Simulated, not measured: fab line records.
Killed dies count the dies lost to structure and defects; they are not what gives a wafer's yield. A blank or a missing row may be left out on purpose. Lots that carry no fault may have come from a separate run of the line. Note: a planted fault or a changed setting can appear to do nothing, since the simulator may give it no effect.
Which tool was responsible? ; flow berkeleyCmos170 ; 39 wafers from 13 lots sampled at 4 of the route's 331 steps

## WHAT THE GAUGES SHOWED, per wafer
UCB170_M1_OVL_MEAS_10.
lot;measured;on;M1_OVL (nm)
L355;day 8 09:40;overlay-02;3 -10 -6
L356;day 9 00:44;overlay-02;6 0 -4
L361;day 9 20:22;overlay-02;2 12 1
L359;day 9 21:26;overlay-01;2 1 1
L362;day 9 22:18;overlay-01;2 3 3
L363;day 9 22:02;overlay-02;-5 -13 1
L358;day 9 22:25;overlay-02;2 3 8
L366;day 10 16:28;overlay-01;8 0 8
L367;day 10 18:04;overlay-02;1 8 7
L370;day 11 09:03;overlay-01;5 -4 -3
L373;day 12 01:58;overlay-01;3 -5 -8
L378;day 12 22:53;overlay-02;-12 -10 -3
L377;day 13 01:43;overlay-01;-13 -4 -7

## WHICH TOOL RAN EACH LOT (tool, then ch and the chambers of the sampled wafers, then the start)
lot;UCB170_SDANNEAL_RTA_01;UCB170_SILICIDE_PRE_CLEAN_00;UCB170_CONTACT_ETCH_17
L355;rtpAnneal-02 ch 0, day 8 01:41;pvdSputter-02, day 8 02:13;rieDiel-04 ch 1,3, day 8 07:33
L356;rtpAnneal-02 ch 0, day 8 15:34;pvdSputter-04, day 8 16:05;rieDiel-03 ch 2,3, day 8 22:07
L361;rtpAnneal-01 ch 0, day 9 12:44;pvdSputter-01, day 9 13:17;rieDiel-01 ch 0,2,3, day 9 17:59
L359;rtpAnneal-02 ch 0, day 9 12:56;pvdSputter-04, day 9 13:27;rieDiel-03 ch 0,1,2, day 9 19:26
L362;rtpAnneal-02 ch 0, day 9 13:19;pvdSputter-01, day 9 13:51;rieDiel-01 ch 0,1,2, day 9 20:08
L363;rtpAnneal-01 ch 0, day 9 13:20;pvdSputter-02, day 9 13:51;rieDiel-04 ch 0,1, day 9 19:54
L358;rtpAnneal-02 ch 0, day 9 13:38;pvdSputter-04, day 9 14:14;rieDiel-03 ch 1,2,3, day 9 20:16
L366;rtpAnneal-02 ch 0, day 10 09:00;pvdSputter-02, day 10 09:34;rieDiel-01 ch 1,2,3, day 10 14:05
L367;rtpAnneal-01 ch 0, day 10 09:38;pvdSputter-01, day 10 10:10;rieDiel-04 ch 0,1,2, day 10 16:13
L370;rtpAnneal-01 ch 0, day 11 00:04;pvdSputter-02, day 11 00:35;rieDiel-03 ch 0,1, day 11 06:47
L373;rtpAnneal-01 ch 0, day 11 16:25;pvdSputter-02, day 11 16:56;rieDiel-01 ch 0,1, day 11 22:14
L378;rtpAnneal-01 ch 0, day 12 15:11;pvdSputter-01, day 12 15:44;rieDiel-04 ch 0,1,2, day 12 20:59
L377;rtpAnneal-02 ch 0, day 12 16:59;pvdSputter-01, day 12 17:34;rieDiel-03 ch 2,3, day 12 23:35
- UCB170_SDANNEAL_RTA_01: time 5 s.
- UCB170_SILICIDE_PRE_CLEAN_00: preclean etch time 60 s.
- UCB170_CONTACT_ETCH_17: etches BARC in N2/H2.

## WHAT THE TOOLS THEMSELVES READ (means of the sampled wafers that have a number; where no wafer has one, the mark that the record gives instead)
UCB170_SDANNEAL_RTA_01.
lot;tool;lampPowerPct (%);wafer_temp_C_max
L355;rtpAnneal-02;32;1053.2
L356;rtpAnneal-02;32;1052.5
L361;rtpAnneal-01;38;1053.0
L359;rtpAnneal-02;32;1052.3
L362;rtpAnneal-02;32;1052.8
L363;rtpAnneal-01;38;1052.6
L358;rtpAnneal-02;32;1052.2
L366;rtpAnneal-02;32;1052.2
L367;rtpAnneal-01;38;1052.9
L370;rtpAnneal-01;38;1052.2
L373;rtpAnneal-01;38;1052.7
L378;rtpAnneal-01;38;1052.3
L377;rtpAnneal-02;32;1052.8

UCB170_CONTACT_ETCH_17.
lot;tool;drypumpMotorCurrentA (A);oesProductAu (a.u.);rfFwdPowerW (W);throttleValvePct (%)
L355;rieDiel-04;6.0;0.982;495.9;13.20
L356;rieDiel-03;6.0;1.000;494.1;13.41
L361;rieDiel-01;5.6;1.007;494.0;13.42
L359;rieDiel-03;5.7;1.006;493.9;13.32
L362;rieDiel-01;5.6;1.005;494.8;13.17
L363;rieDiel-04;5.9;0.980;492.4;13.01
L358;rieDiel-03;5.9;1.008;494.3;13.41
L366;rieDiel-01;5.7;1.004;496.7;13.35
L367;rieDiel-04;5.7;0.987;494.0;13.08
L370;rieDiel-03;5.6;1.009;495.3;13.33
L373;rieDiel-01;5.3;0.990;498.4;13.09
L378;rieDiel-04;5.6;0.989;493.0;13.07
L377;rieDiel-03;6.0;0.995;493.3;13.41

## THE ANSWER, worked out from the rows above alone
Rule: usual is defined by the lots themselves. The widest of any qualifying gaps counts: lots, ordered by their means at a reading, are off when they make up no more than a third of the lots, leave a main group of 4 or more, and stand apart from it by 3 or more times the standard deviation of that group's means. The tables above print the reading to a certain number of digits; a main group whose means all agree to those digits is not used. A lot without any number at a reading at which 4 lots or more have one is off too. Any other lot the step has rows for is counted as sound. After the gauges, taken in route order, come the tools' own readings; for these a lot's mean is taken, as printed above. The first step at which some lot is off is used, and at that step the reading that is off furthest; a lot without a number counts as furthest.
No lot is off at any reading shown: from this, nothing can be told.

## WHAT HAD BEEN PUT IN BY THE SIMULATOR
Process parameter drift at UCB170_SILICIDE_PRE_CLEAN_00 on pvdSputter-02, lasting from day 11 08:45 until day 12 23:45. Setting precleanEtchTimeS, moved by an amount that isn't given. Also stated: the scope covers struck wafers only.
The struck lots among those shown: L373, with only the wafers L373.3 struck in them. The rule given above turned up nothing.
